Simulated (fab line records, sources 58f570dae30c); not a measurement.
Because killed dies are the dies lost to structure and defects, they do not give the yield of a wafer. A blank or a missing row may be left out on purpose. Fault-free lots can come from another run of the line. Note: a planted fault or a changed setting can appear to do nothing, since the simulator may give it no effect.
What tool caused it? | flow berkeley_cmos170 | 14 lots, 42 wafers sampled, at 2 steps of a route of 331

== WHAT THE GAUGES READ, wafer by wafer ==
UCB170_CONTACT_OVL_MEAS_16. Usual: for CONTACT_OVL the level is -1 nm and the standard deviation is 6.5.
lot  | measured     | on         | CONTACT_OVL (nm) | flag
L985 | day 7 21:15  | overlay-01 | -2 -3 1          |
L988 | day 8 10:44  | overlay-02 | -1 -6 -1         |
L987 | day 8 12:50  | overlay-01 | -6 1 -10         |
L990 | day 9 01:48  | overlay-01 | -4 -7 -4         |
L993 | day 10 03:08 | overlay-02 | 4 9 8            |
L995 | day 10 04:52 | overlay-02 | -4 -6 -8         |
L998 | day 10 21:25 | overlay-02 | 0 -6 5           |
L999 | day 11 09:31 | overlay-02 | -9 2 -2          |
L100 | day 11 11:53 | overlay-02 | 7 6 8            |
L102 | day 12 00:46 | overlay-02 | 9 -4 4           |
L103 | day 12 01:44 | overlay-02 | 5 0 6            |
L108 | day 13 11:59 | overlay-02 | -1 10 9          |
L106 | day 13 12:07 | overlay-01 | -1 -8 -10        |
L107 | day 13 13:10 | overlay-01 | 4 0 9            |

== TOOL THAT RAN EACH LOT (tool first, then ch and the chambers of the sampled wafers, then the start) ==
lot  | UCB170_SDANNEAL_RTA_00
L985 | rtp_anneal-02 ch 0, day 7 15:25
L988 | rtp_anneal-02 ch 0, day 8 05:46
L987 | rtp_anneal-02 ch 0, day 8 06:31
L990 | rtp_anneal-02 ch 0, day 8 19:59
L993 | rtp_anneal-02 ch 0, day 9 21:56
L995 | rtp_anneal-02 ch 0, day 9 22:48
L998 | rtp_anneal-02 ch 0, day 10 15:14
L999 | rtp_anneal-02 ch 0, day 11 03:53
L100 | rtp_anneal-02 ch 0, day 11 04:01
L102 | rtp_anneal-01 ch 0, day 11 19:34
L103 | rtp_anneal-02 ch 0, day 11 20:01
L108 | rtp_anneal-01 ch 0, day 13 05:08
L106 | rtp_anneal-02 ch 0, day 13 05:19
L107 | rtp_anneal-01 ch 0, day 13 05:51
- UCB170_SDANNEAL_RTA_00: time 10 s.

== AS READ BY THE TOOLS THEMSELVES (means over the sampled wafers that have a number; for cases with no such wafer, the mark the record gives instead) ==
UCB170_SDANNEAL_RTA_00. Usual: lamp_power_pct 27.53 %, standard deviation 0.049; wafer_temp_C_max 905.3, standard deviation 1.2.
lot  | tool          | lamp_power_pct (%) | wafer_temp_C_max | flag
L985 | rtp_anneal-02 | 27.54              | 906.5            |
L988 | rtp_anneal-02 | 27.58              | 906.6            |
L987 | rtp_anneal-02 | 27.57              | 905.3            |
L990 | rtp_anneal-02 | 27.54              | 907.3            |
L993 | rtp_anneal-02 | 27.56              | 905.5            |
L995 | rtp_anneal-02 | 27.57              | 906.6            |
L998 | rtp_anneal-02 | 27.55              | 906.7            |
L999 | rtp_anneal-02 | 27.55              | 905.7            |
L100 | rtp_anneal-02 | 27.61              | 904.7            |
L102 | rtp_anneal-01 | 27.47              | 904.2            |
L103 | rtp_anneal-02 | 27.57              | 905.4            |
L108 | rtp_anneal-01 | 27.50              | 904.5            |
L106 | rtp_anneal-02 | 27.59              | 904.8            |
L107 | rtp_anneal-01 | 27.50              | 904.5            |

== THE ANSWER, worked out from the rows above alone ==
Rule: a lot is off if the mean of its wafers that have a number lies more than 3 standard deviations from the usual mean. A lot without any number at a reading at which 4 lots or more have one is off too. Where the step has rows for the other lots, those lots are counted as sound. The gauges are gone through in route order, then the tools' own readings, and for those a lot's mean is taken as printed above. The first step at which some lot is off is used, and at that step the reading that is off furthest; a lot without a number counts as furthest.
Nothing can be told from this: no lot is off at any reading shown.

== WHAT THE SIMULATOR HAD INSERTED ==
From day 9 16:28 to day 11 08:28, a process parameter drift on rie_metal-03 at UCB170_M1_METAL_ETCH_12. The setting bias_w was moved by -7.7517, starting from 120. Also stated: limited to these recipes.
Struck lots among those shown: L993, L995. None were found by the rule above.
